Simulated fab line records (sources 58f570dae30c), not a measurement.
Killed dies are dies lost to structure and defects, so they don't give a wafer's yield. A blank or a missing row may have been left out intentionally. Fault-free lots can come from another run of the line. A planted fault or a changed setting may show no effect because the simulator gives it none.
One fault seen from 2 desks / flow berkeleyCmos170 / what lay behind the numbers comes last; until then each desk has only its own

== TOOL OWNER'S DESK, implanter-01 ==
UCB170_NSD_IMPLANT_08, tool's own readings: per-lot mean of the sampled wafers with a number, covering each lot this tool ran. Marked OUT: a lot whose mean sits more than 4 standard deviations from the usual mean, which makes it out of limits; the brackets give that distance.
Columns: A = doseIonsCm2 at UCB170_NSD_IMPLANT_08, usual 3e+15; B = endStationPressureTorr at UCB170_NSD_IMPLANT_08, usual 1.24e-05 Torr; C = faradayCurrentUA at UCB170_NSD_IMPLANT_08, usual 9259
lot=L774; first seen here=day 9 19:28; A=3e+15; B=1.23e-05; C=9270
lot=L777; first seen here=day 10 13:05; A=3e+15; B=1.25e-05; C=9351
lot=L779; first seen here=day 11 01:38; A=2e+15 (-99 or more) OUT; B=9.33e-06 (-4.9) OUT; C=5086 (-22) OUT
lot=L780; first seen here=day 11 01:58; A=2e+15 (-99 or more) OUT; B=8.67e-06 (-5.9) OUT; C=5203 (-21) OUT
lot=L783; first seen here=day 11 08:05; A=2e+15 (-99 or more) OUT; B=9.17e-06 (-5.1) OUT; C=5207 (-21) OUT
This desk's finding: out of limits on L779, L780, L783; first on L779, day 11 01:38 (doseIonsCm2 at UCB170_NSD_IMPLANT_08). L774, L777 stayed within limits.

== METROLOGY DESK ==
Lot by lot, what the gauges showed, no matter which tool ran the lot: averages of those sampled wafers that carry a number. Marked OUT: a lot whose mean sits more than 4 standard deviations from the usual mean, which makes it out of limits; the brackets give that distance.
Columns: A = ACTIVE_NITRIDE_THK at UCB170_ACTIVE_THK_MEAS_06, usual 219.5 nm; B = NSD_TW at UCB170_NSD_TW_MEAS_10, usual 4248; C = NSD_RS at UCB170_SDANNEAL_RS_MEAS_03, usual 37.29 ohm/sq; D = CONTACT_OVL at UCB170_CONTACT_OVL_MEAS_16, usual -2 nm
lot=L770; first seen here=day 5 08:53; A=222.1; B=4190; C=37.32; D=-4
lot=L772; first seen here=day 6 12:14; A=220.0; B=4293; C=37.37; D=-1
lot=L773; first seen here=day 6 12:15; A=221.4; B=4296; C=37.22; D=-6
lot=L774; first seen here=day 6 19:07; A=219.0; B=4164; C=37.29; D=-4
lot=L775; first seen here=day 7 04:12; A=220.3; B=4168; C=37.28; D=2
lot=L776; first seen here=day 7 04:14; A=219.3; B=4282; C=37.23; D=-6
lot=L777; first seen here=day 7 11:43; A=219.5; B=4158; C=37.39; D=0
lot=L780; first seen here=day 7 18:25; A=218.7; B=3992 (-4.4) OUT; C=53.32 (+99 or more) OUT; D=-
lot=L779; first seen here=day 7 18:26; A=220.0; B=3971 (-4.8) OUT; C=53.74 (+99 or more) OUT; D=-
lot=L782; first seen here=day 8 01:21; A=219.8; B=4337; C=37.29; D=-5
lot=L783; first seen here=day 8 11:14; A=217.8; B=3885 (-6.3) OUT; C=53.73 (+99 or more) OUT; D=-
lot=L787; first seen here=day 9 03:44; A=220.6; B=4241; C=37.29; D=-5
lot=L786; first seen here=day 9 03:45; A=220.0; B=4255; C=37.29; D=-2
lot=L785; first seen here=day 9 03:46; A=218.6; B=4311; C=37.34; D=1
lot=L788; first seen here=day 9 13:38; A=220.5; B=4170; C=37.30; D=-8
This desk finds L779, L780, L783 out of limits, with the earliest case on L779 at day 11 01:52 (NSD_TW at UCB170_NSD_TW_MEAS_10). L770, L772, L773, L774, L775, L776, L777, L782, L787, L786, L785, L788 stayed within limits.

== PUT TOGETHER ==
The tool owner's desk could have raised an alarm at day 11 01:38, on L779, L780, L783.
An alarm was possible from the metrology desk at day 11 01:52, on L779, L780, L783.
Every lot named ran UCB170_NSD_IMPLANT_08 on implanter-01.

== WHAT THE SIMULATOR PUT IN ==
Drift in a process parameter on implanter-01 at UCB170_NSD_IMPLANT_08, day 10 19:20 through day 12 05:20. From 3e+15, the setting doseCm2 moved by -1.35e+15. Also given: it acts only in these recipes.
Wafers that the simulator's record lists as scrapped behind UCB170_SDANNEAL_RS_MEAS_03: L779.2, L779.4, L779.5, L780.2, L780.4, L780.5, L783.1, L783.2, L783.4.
Shown lots that were struck: L779, L780, L783.
Time in hours from fault onset to the first out-of-limits reading at each desk: tool owner's desk 6, metrology desk 7.
